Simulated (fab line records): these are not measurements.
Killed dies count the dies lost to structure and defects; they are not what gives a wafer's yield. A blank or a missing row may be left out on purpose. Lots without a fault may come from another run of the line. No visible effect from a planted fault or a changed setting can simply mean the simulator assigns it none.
Which tool is to blame? | flow berkeley cmos170 | 39 wafers from 13 lots sampled at 3 of the route's 331 steps

## WHAT THE GAUGES READ, wafer by wafer
UCB170_V2_BOW_MEAS_03. Usual: V2_BOW gives 35 um (standard deviation 6.3).
lot  | measured     | on            | V2_BOW (um) | flag
L294 | day 7 05:08  | film metro-04 | 40 37 29    |
L295 | day 7 13:03  | film metro-04 | 48 31 42    |
L296 | day 7 16:31  | film metro-01 | 23 37 41    |
L298 | day 8 03:59  | film metro-01 | 44 29 51    |
L297 | day 8 07:49  | film metro-04 | 40 43 36    |
L302 | day 8 12:20  | film metro-02 | 35 36 39    |
L301 | day 8 12:48  | film metro-04 | 40 31 24    |
L300 | day 8 22:30  | film metro-01 | 41 40 35    |
L310 | day 11 09:41 | film metro-01 | 34 37 32    |
L309 | day 11 09:56 | film metro-01 | 45 41 39    |
L311 | day 11 10:12 | film metro-04 | 21 38 30    |
L314 | day 11 16:55 | film metro-04 | 34 40 32    |
L315 | day 12 10:49 | film metro-02 | 34 32 28    |

UCB170_V2_OVL_MEAS_13. Usual: V2_OVL gives -3 nm (standard deviation 5.5).
lot  | measured     | on         | V2_OVL (nm) | flag
L294 | day 7 06:56  | overlay-02 | 1 10 -2     |
L295 | day 7 14:59  | overlay-02 | -1 -6 2     |
L296 | day 7 18:07  | overlay-02 | -9 -6 -8    |
L298 | day 8 05:29  | overlay-01 | -3 -2 -9    |
L297 | day 8 09:39  | overlay-02 | 0 -3 1      |
L302 | day 8 13:57  | overlay-02 | -10 -4 -11  |
L301 | day 8 14:22  | overlay-02 | 5 -10 -10   |
L300 | day 9 00:56  | overlay-02 | -1 -3 -10   |
L310 | day 11 11:40 | overlay-02 | -10 4 -6    |
L309 | day 11 12:15 | overlay-02 | -6 -5 4     |
L311 | day 11 12:20 | overlay-01 | -6 -10 -2   |
L314 | day 11 18:24 | overlay-01 | 3 2 -7      |
L315 | day 12 12:43 | overlay-02 | 4 -1 2      |

## WHICH TOOL RAN EACH LOT (tool, then ch and the chambers of the sampled wafers, then the start)
lot  | UCB170_V2_CVD_00
L294 | pecvd-02 ch 0,2, day 7 04:36
L295 | pecvd-01 ch 0,2, day 7 12:32
L296 | pecvd-02 ch 0,1,2, day 7 16:02
L298 | pecvd-04 ch 0,1,2, day 8 03:29
L297 | pecvd-02 ch 0,1, day 8 07:16
L302 | pecvd-01 ch 1,2, day 8 11:49
L301 | pecvd-04 ch 1,2, day 8 12:14
L300 | pecvd-02 ch 0,1, day 8 21:56
L310 | pecvd-02 ch 0,2, day 11 09:08
L309 | pecvd-01 ch 0,1,2, day 11 09:23
L311 | pecvd-02 ch 0,1, day 11 09:38
L314 | pecvd-02 ch 0,1, day 11 16:23
L315 | pecvd-02 ch 0,1,2, day 12 07:21
- UCB170_V2_CVD_00: deposits SiO2 from TEOS/O2, target thk 2000 nm, time 250 s.

## AS READ BY THE TOOLS THEMSELVES (means over the sampled wafers that have a number; for cases with no such wafer, the mark the record gives instead)
UCB170_V2_CVD_00. Usual: 252 W for heater power w, sd 54.
lot  | tool     | heater power w (W) | flag
L294 | pecvd-02 | 292                |
L295 | pecvd-01 | 235                |
L296 | pecvd-02 | 263                |
L298 | pecvd-04 | 292                |
L297 | pecvd-02 | 186                |
L302 | pecvd-01 | 237                |
L301 | pecvd-04 | 214                |
L300 | pecvd-02 | 220                |
L310 | pecvd-02 | 272                |
L309 | pecvd-01 | 263                |
L311 | pecvd-02 | 239                |
L314 | pecvd-02 | 246                |
L315 | pecvd-02 | 232                |

## THE ANSWER, worked out from the rows above alone
Rule: take the mean of a lot's wafers that have a number; if it is more than 3 standard deviations from the usual mean, the lot is off. A lot without any number at a reading at which 4 lots or more have one is off too. Any other lot the step has rows for is counted as sound. The gauges are gone through in route order, then the tools' own readings, and for those a lot's mean is taken as printed above. The first step at which some lot is off is used, and at that step the reading that is off furthest; a lot without a number counts as furthest.
Across all readings shown, no lot is off: no conclusion can be drawn from this.

## WHAT THE SIMULATOR PUT IN
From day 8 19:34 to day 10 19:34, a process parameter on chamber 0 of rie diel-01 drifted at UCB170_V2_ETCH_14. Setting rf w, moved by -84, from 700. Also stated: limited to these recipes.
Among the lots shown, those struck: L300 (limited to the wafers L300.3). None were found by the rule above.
